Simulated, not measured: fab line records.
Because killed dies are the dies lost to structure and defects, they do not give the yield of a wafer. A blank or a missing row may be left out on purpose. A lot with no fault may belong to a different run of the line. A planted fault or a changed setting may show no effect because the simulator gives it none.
fab line records -- flow berkeley-cmos170 -- part 2 of 2: steps 29 to 39 of 39
record: lots: 5, wafers: 15, last-day: 13
route steps=331 shown NWELL@25 PWELL@34 WELLDRIVE@55 ACTIVE@60
lots with no fault: from the same line, run without faults
start-h: the number of hours between the record's first day and the start of the first shown wafer of the lot -- wait-h: how many hours have passed since the lot's step before this one -- " identical to the entry in the row above -- L1.1+2: a single row standing in for several wafers -- - no value, or no start was given -- * or withheld: withheld -- < > ~ a bound
route shown NAME@n: a module of which the file shows steps, and the number in the route of the first -- usual: mean/standard deviation of fault-free wafers -- same: alike in all rows -- chamber/n: place in a boat -- sites: readings site by site -- _std_site: how widely they spread, as a standard deviation -- _edge_site: outer sites' mean less inner sites' -- radius-mm: how far each site lies from the wafer's centre -- mask NAME#n: copy n -- behind: the tool/chamber that last shaped the wafer -- hold: what put the lot on hold/how long, in hours/how the hold closed -- device: whichever transistor did not switch (one of n, p or np) -- end of line: the tests these same wafers got at the end of their route -- for a step that has no rows: nothing shown but its recipe -- killed: dies that structure and defects cost at the first sort, which is not the same as the wafer's yield -- map: shows each die of a wafer: x if killed, . if not, _ if none is there
set.NAME: the run value of the setting; set.NAME@STEP: its run value at that earlier step -- model.NAME: the simulator's own value behind a step, which no gauge read
certain route steps with their lots: each step a table, each wafer a row
services: the hour from which a tool's chamber was out of use, counted from the record's first day as start-h (under 0 if before that day), plus the number of hours and why
== steps ==
step: UCB170_PWELL_WET_ETCH_19
recipe: chemistry: H3PO4, target: Si3N4, temp-c: 160, time-s: 14400
usual: temp-c: 160.01/0.14
lot.wafer,tool,chamber,start-h,wait-h,temp-c
L078.1,wet-bench-01,1,80.30,0.0,159.95
L078.2,wet-bench-01,1,80.30,0.0,160.03
L078.5,wet-bench-01,1,80.30,0.0,159.95
L083.1,wet-bench-02,2,106.32,0.0,159.89
L083.2,wet-bench-02,2,106.32,0.0,160.05
L083.3,wet-bench-02,2,106.32,0.0,159.95
L085.3,wet-bench-01,2,110.37,0.0,159.91
L085.4,wet-bench-01,2,110.37,0.0,159.94
L085.5,wet-bench-01,2,110.37,0.0,159.99
L094.3,wet-bench-01,1,161.11,0.0,159.93
L094.4,wet-bench-01,1,161.11,0.0,160.05
L094.6,wet-bench-01,1,161.11,0.0,160.04
L095.2,wet-bench-01,0,174.32,0.0,159.94
L095.4,wet-bench-01,0,174.32,0.0,160.11
L095.6,wet-bench-01,0,174.32,0.0,160.08
step: UCB170_PWELL_WET_ETCH_20
recipe: chemistry: BOE, dilution: 5:1, target: SiO2, temp-c: 25, time-s: 22
usual: temp-c: 24.98/0.11
lot.wafer,tool,chamber,start-h,wait-h,temp-c
L078.1,wet-bench-01,1,84.72,0.4,25.08
L078.2,wet-bench-01,1,84.72,0.4,25.02
L078.5,wet-bench-01,1,84.72,0.4,24.96
L083.1,wet-bench-02,1,110.87,0.2,24.78
L083.2,wet-bench-02,1,110.87,0.2,24.86
L083.3,wet-bench-02,1,110.87,0.2,24.83
L085.3,wet-bench-02,0,114.89,0.5,25.01
L085.4,wet-bench-02,0,114.89,0.5,24.91
L085.5,wet-bench-02,0,114.89,0.5,25.01
L094.3,wet-bench-04,2,165.48,0.0,24.95
L094.4,wet-bench-04,2,165.48,0.0,24.86
L094.6,wet-bench-04,2,165.48,0.0,25.02
L095.2,wet-bench-01,3,178.87,0.2,25.09
L095.4,wet-bench-01,3,178.87,0.2,25.13
L095.6,wet-bench-01,3,178.87,0.2,25.10
step: UCB170_WELLDRIVE_CLEAN_00
recipe: chemistry: SPM, temp-c: 120, time-s: 600
usual: temp-c: 120.01/0.13
lot.wafer,tool,chamber,start-h,wait-h,temp-c
L078.1,wet-bench-04,2,84.86,0.1,119.97
L078.2,wet-bench-04,2,84.86,0.1,120.09
L078.5,wet-bench-04,2,84.86,0.1,119.90
L083.1,wet-bench-01,3,114.37,3.5,119.96
L083.2,wet-bench-01,3,114.37,3.5,119.71
L083.3,wet-bench-01,3,114.37,3.5,119.89
L085.3,wet-bench-04,0,114.99,0.1,120.02
L085.4,wet-bench-04,0,114.99,0.1,119.93
L085.5,wet-bench-04,0,114.99,0.1,119.92
L094.3,wet-bench-01,0,165.49,0.0,120.11
L094.4,wet-bench-01,0,165.49,0.0,119.92
L094.6,wet-bench-01,0,165.49,0.0,119.99
L095.2,wet-bench-02,3,179.02,0.1,120.00
L095.4,wet-bench-02,3,179.02,0.1,120.15
L095.6,wet-bench-02,3,179.02,0.1,120.09
step: UCB170_WELLDRIVE_OXIDATION_01
recipe: temp-c: 1100, ambient: O2, target-thk-a: 1990, ox-time-s: 9000
usual: zone-power-load-pct: 44.3/2.3
lot.wafer,tool,chamber,start-h,wait-h,zone-power-load-pct
L078.1,furnace-02,0,88.50,3.5,41.3
L078.2,furnace-02,0,88.50,3.5,40.7
L078.5,furnace-02,0,88.50,3.5,41.2
L083.1,furnace-04,0,116.91,2.2,45.4
L083.2,furnace-04,0,116.91,2.2,45.3
L083.3,furnace-04,0,116.91,2.2,46.0
L085.3,furnace-04,0,116.91,1.7,46.4
L085.4,furnace-04,0,116.91,1.7,46.7
L085.5,furnace-04,0,116.91,1.7,47.0
L094.3,furnace-04,0,172.20,6.5,46.0
L094.4,furnace-04,0,172.20,6.5,46.1
L094.6,furnace-04,0,172.20,6.5,45.5
L095.2,furnace-01,0,184.63,5.4,45.1
L095.4,furnace-01,0,184.63,5.4,45.5
L095.6,furnace-01,0,184.63,5.4,45.0
step: UCB170_WELLDRIVE_THK_MEAS_02
recipe: reads: SiO2_of_WELLDRIVE_OXIDATION_01
usual: WELLDRIVE_OXIDE_THK: 199/4
lot.wafer,tool,chamber,start-h,wait-h,WELLDRIVE_OXIDE_THK[nm]
L078.1,film-metro-02,-,92.00,0.0,201
L078.2,film-metro-02,-,92.00,0.0,203
L078.5,film-metro-02,-,92.00,0.0,198
L083.1,film-metro-01,-,120.41,0.0,198
L083.2,film-metro-01,-,120.41,0.0,201
L083.3,film-metro-01,-,120.41,0.0,198
L085.3,film-metro-03,-,120.43,0.0,200
L085.4,film-metro-03,-,120.43,0.0,200
L085.5,film-metro-03,-,120.43,0.0,200
L094.3,film-metro-03,-,175.72,0.0,198
L094.4,film-metro-03,-,175.72,0.0,199
L094.6,film-metro-03,-,175.72,0.0,198
L095.2,film-metro-02,-,188.20,0.1,200
L095.4,film-metro-02,-,188.20,0.1,197
L095.6,film-metro-02,-,188.20,0.1,196
step: UCB170_WELLDRIVE_ANNEAL_03
recipe: temp-c: 1100, time-s: 900, ambient: N2
usual: zone-power-load-pct: 44.5/1.9
lot.wafer,tool,chamber,start-h,wait-h,zone-power-load-pct
L078.1,furnace-04,0,96.30,4.3,44.9
L078.2,furnace-04,0,96.30,4.3,45.5
L078.5,furnace-04,0,96.30,4.3,44.9
L083.1,furnace-04,0,127.25,6.8,45.9
L083.2,furnace-04,0,127.25,6.8,45.9
L083.3,furnace-04,0,127.25,6.8,45.0
L085.3,furnace-04,0,127.25,6.8,45.8
L085.4,furnace-04,0,127.25,6.8,46.2
L085.5,furnace-04,0,127.25,6.8,46.5
L094.3,furnace-01,0,182.03,6.3,45.6
L094.4,furnace-01,0,182.03,6.3,45.3
L094.6,furnace-01,0,182.03,6.3,45.1
L095.2,furnace-04,0,193.06,4.8,46.1
L095.4,furnace-04,0,193.06,4.8,45.1
L095.6,furnace-04,0,193.06,4.8,45.1
step: UCB170_WELLDRIVE_WET_ETCH_04
recipe: chemistry: BOE, dilution: 5:1, target: SiO2, temp-c: 25, time-s: 120
usual: temp-c: 25.01/0.12
lot.wafer,tool,chamber,start-h,wait-h,temp-c
L078.1,wet-bench-02,2,97.55,0.0,24.98
L078.2,wet-bench-02,2,97.55,0.0,24.94
L078.5,wet-bench-02,2,97.55,0.0,24.91
L083.1,wet-bench-01,2,128.50,0.0,24.96
L083.2,wet-bench-01,2,128.50,0.0,24.94
L083.3,wet-bench-01,2,128.50,0.0,24.91
L085.3,wet-bench-01,2,128.50,0.0,25.08
L085.4,wet-bench-01,2,128.50,0.0,25.26
L085.5,wet-bench-01,2,128.50,0.0,25.02
L094.3,wet-bench-04,2,183.41,0.1,25.17
L094.4,wet-bench-04,2,183.41,0.1,25.11
L094.6,wet-bench-04,2,183.41,0.1,25.20
L095.2,wet-bench-02,1,195.02,0.7,25.20
L095.4,wet-bench-02,1,195.02,0.7,25.06
L095.6,wet-bench-02,1,195.02,0.7,25.12
step: UCB170_ACTIVE_CLEAN_00
recipe: chemistry: SPM, temp-c: 120, time-s: 600
usual: temp-c: 120.01/0.13
lot.wafer,tool,chamber,start-h,wait-h,temp-c
L078.1,wet-bench-04,1,97.60,0.0,120.10
L078.2,wet-bench-04,1,97.60,0.0,120.06
L078.5,wet-bench-04,1,97.60,0.0,120.00
L083.1,wet-bench-04,3,128.54,0.0,119.92
L083.2,wet-bench-04,3,128.54,0.0,119.83
L083.3,wet-bench-04,3,128.54,0.0,120.15
L085.3,wet-bench-04,2,128.54,0.0,120.23
L085.4,wet-bench-04,2,128.54,0.0,120.09
L085.5,wet-bench-04,2,128.54,0.0,120.13
L094.3,wet-bench-01,1,183.47,0.0,120.14
L094.4,wet-bench-01,1,183.47,0.0,120.06
L094.6,wet-bench-01,1,183.47,0.0,119.94
L095.2,wet-bench-02,1,195.07,0.0,120.11
L095.4,wet-bench-02,1,195.07,0.0,120.29
L095.6,wet-bench-02,1,195.07,0.0,120.14
step: UCB170_ACTIVE_CLEAN_01
recipe: chemistry: dHF, dilution: 25:1, time-s: 60
lot.wafer,tool,chamber,start-h,wait-h
L078.1+2+5,wet-bench-04,1,97.77,0.0
L083.1+2+3,wet-bench-01,2,128.73,0.0
L085.3+4+5,wet-bench-01,1,128.73,0.0
L094.3+4+6,wet-bench-01,3,183.64,0.0
L095.2+4+6,wet-bench-02,3,195.26,0.0
step: UCB170_ACTIVE_OXIDATION_02
recipe: temp-c: 1000, ambient: O2, target-thk-a: 264, ox-time-s: 1260
usual: zone-power-load-pct: 35.5/1.3
lot.wafer,tool,chamber,start-h,wait-h,zone-power-load-pct
L078.1,furnace-02,0,103.03,5.2,32.9
L078.2,furnace-02,0,103.03,5.2,32.0
L078.5,furnace-02,0,103.03,5.2,32.3
L083.1,furnace-04,0,134.75,6.0,35.6
L083.2,furnace-04,0,134.75,6.0,35.8
L083.3,furnace-04,0,134.75,6.0,35.9
L085.3,furnace-04,0,134.75,6.0,36.4
L085.4,furnace-04,0,134.75,6.0,36.6
L085.5,furnace-04,0,134.75,6.0,36.5
L094.3,furnace-04,0,184.71,1.0,36.6
L094.4,furnace-04,0,184.71,1.0,36.2
L094.6,furnace-04,0,184.71,1.0,36.2
L095.2,furnace-01,0,197.42,2.1,35.9
L095.4,furnace-01,0,197.42,2.1,35.4
L095.6,furnace-01,0,197.42,2.1,35.5
step: UCB170_ACTIVE_THK_MEAS_03
recipe: reads: SiO2_of_ACTIVE_OXIDATION_02
usual: ACTIVE_OXIDE_THK: 26.4/0.58
lot.wafer,tool,chamber,start-h,wait-h,ACTIVE_OXIDE_THK[nm]
L078.1,film-metro-02,-,104.38,0.0,26.2
L078.2,film-metro-02,-,104.38,0.0,26.1
L078.5,film-metro-02,-,104.38,0.0,26.0
L083.1,film-metro-04,-,136.10,0.0,26.1
L083.2,film-metro-04,-,136.10,0.0,26.2
L083.3,film-metro-04,-,136.10,0.0,25.9
L085.3,film-metro-02,-,136.12,0.0,26.3
L085.4,film-metro-02,-,136.12,0.0,26.7
L085.5,film-metro-02,-,136.12,0.0,26.8
L094.3,film-metro-02,-,186.08,0.0,25.8
L094.4,film-metro-02,-,186.08,0.0,26.1
L094.6,film-metro-02,-,186.08,0.0,25.6
L095.2,film-metro-03,-,198.78,0.0,26.0
L095.4,film-metro-03,-,198.78,0.0,26.7
L095.6,film-metro-03,-,198.78,0.0,26.3
== services ==
tool,chamber,start-h,hours,kind
krf-scanner-01,-,38.99,0.8,pm
plasma-asher-02,-,40.36,0.4,repair
rie-diel-03,3,47.59,7.6,repair
rie-diel-03,2,48.38,2.2,repair
plasma-asher-03,-,72.94,0.7,repair
implanter-02,-,76.51,1.6,repair
krf-scanner-02,-,82.75,1.0,pm
rie-diel-02,0,87.80,4.0,repair
rie-diel-02,2,93.34,30.8,repair
krf-scanner-02,-,98.29,0.8,pm
krf-scanner-01,-,102.84,2.9,repair
furnace-01,-,103.30,2.8,pm
rie-diel-02,3,107.29,31.0,repair
plasma-asher-02,-,108.75,9.0,pm
furnace-02,-,120.52,3.8,pm
rie-diel-01,0,134.80,3.4,repair
krf-scanner-02,-,137.13,4.4,pm
rie-diel-03,2,140.31,9.4,repair
furnace-02,-,140.80,3.9,pm
krf-scanner-01,-,141.60,1.3,pm
rie-diel-04,2,143.10,2.1,repair
krf-scanner-01,-,146.53,4.0,pm
furnace-04,-,150.71,3.9,pm
krf-scanner-02,-,171.47,12.7,repair
